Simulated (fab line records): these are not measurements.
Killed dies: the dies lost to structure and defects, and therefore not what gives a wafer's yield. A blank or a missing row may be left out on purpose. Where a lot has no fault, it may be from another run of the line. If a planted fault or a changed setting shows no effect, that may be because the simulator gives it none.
Code-filled problem report in 8D (eight disciplines) form    flow berkeley_cmos170    the parts of the form that need people (team, actions taken, sign-off) are left out

## 1. WHAT WENT WRONG
cd_nm at UCB170_V2_CD_MEAS_12 reads a mean of 706.3 nm on 2 wafers of 1 lot; wafers without a fault read 699.7 nm with a standard deviation of 1.5. That is +4.4 standard deviations from the usual mean.
The step: target cd 700 nm.
Seen first at day 10 17:26 on cd_sem-01, wafer L870.3. The record has a number at this step for 32 wafers belonging to 11 lots. The rule behind "out" and "out of limits": a value lying over 4 standard deviations away from the usual mean. All remaining wafers that have a number are taken as sound.

## 2. WHAT IT IS, AND WHAT IT ISN'T
question                     is                      is not
which readings at this step  cd_nm                   -
which lots                   L870                    L860, L861, L862, L863, L864, L865, L866, L867, L868, L880
which wafers of those lots   all that have a number  -
read on which gauges         cd_sem-01               cd_sem-02
when                         from day 10 17:26       up to then (27 sound wafers); but 3 sound wafers of L880 came after

## 3. SUSPECTS, AND WHAT RULES EACH OUT
Counting: a tool at any process step up to the reading remains a suspect when it ran all the lots that are out and ran no sound lot after the first of those.
- the gauge at UCB170_V2_CD_MEAS_12: ruled out. All the wafers that are out were read on cd_sem-01, but those of them that UCB170_V2_EXPOSE_09 has rows for are out there too, on other tools.
- pecvd-04 at UCB170_V1_CVD_00 (deposits SiO2 from TEOS/O2, target thk 2000 nm, time 250 s): kept. It ran the lot that is out, L870 (day 10 09:55), and no sound lot after that; its last sound lot up to then is L868 (day 9 13:09).
- rie_metal-04 at UCB170_M2_METAL_ETCH_18 (etches Al in Cl2/BCl3, stops on SiO2, target depth 1170 nm, time 195 s): kept. It ran the lot that is out, L870 (day 10 14:53), and no sound lot after that; its last sound lot up to then is L867 (day 9 18:28).
- krf_scanner-01 at UCB170_V2_EXPOSE_09 (exposes mask VIA2, target cd 700 nm): kept. It ran the lot that is out, L870 (day 10 17:01), and no sound lot after that; its last sound lot up to then is L865 (day 9 14:37). Its own exposure_dose_mJ_cm2 readings are out on those wafers.
The count leaves pecvd-04 at UCB170_V1_CVD_00, rie_metal-04 at UCB170_M2_METAL_ETCH_18, and krf_scanner-01 at UCB170_V2_EXPOSE_09.

## 4. THE CAUSE (what the simulator had put in)
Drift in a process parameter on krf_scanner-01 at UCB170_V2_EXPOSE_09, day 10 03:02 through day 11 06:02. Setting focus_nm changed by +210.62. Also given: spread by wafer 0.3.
3 suspects survive the count, and this tool is in that group.

## 5. THE EFFECT CHAIN, in route order
Each row: a reading whose mean over the struck wafers that have a number lies more than 3 standard deviations from the usual. Scope: only readings with a usual standard deviation given in the record; hours: median across lots of the time from each lot's start at the first step in this table that gives one to its start at this step; sigmas: change in usual standard deviations.
hours  step                  reading               usual     on struck wafers  change  sigmas
0      UCB170_V2_EXPOSE_09   exposure_dose_mJ_cm2  36.99     36.84             -0.15   -4.4
0      UCB170_V2_CD_MEAS_12  cd_nm                 699.7 nm  706.3             +6.6    +4.4
The process steps in it:
- UCB170_V2_EXPOSE_09: exposes mask VIA2, target cd 700 nm.

## 6. WHAT WOULD HAVE CAUGHT IT SOONER
Counted from the fault's start at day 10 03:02, it took 14 hours until the first out-of-limits reading at a measuring or inspecting step in this record, taken at day 10 17:26.
At UCB170_V2_EXPOSE_09, the tool's own readings (exposure_dose_mJ_cm2) were out on each struck wafer the step has a row for, so an alarm limit on them would have fired on the first such wafer.
All the lots that are out (1) had begun UCB170_V2_EXPOSE_09 on krf_scanner-01 by day 10 17:26. None of them would have been spared by holding the tool at that moment.
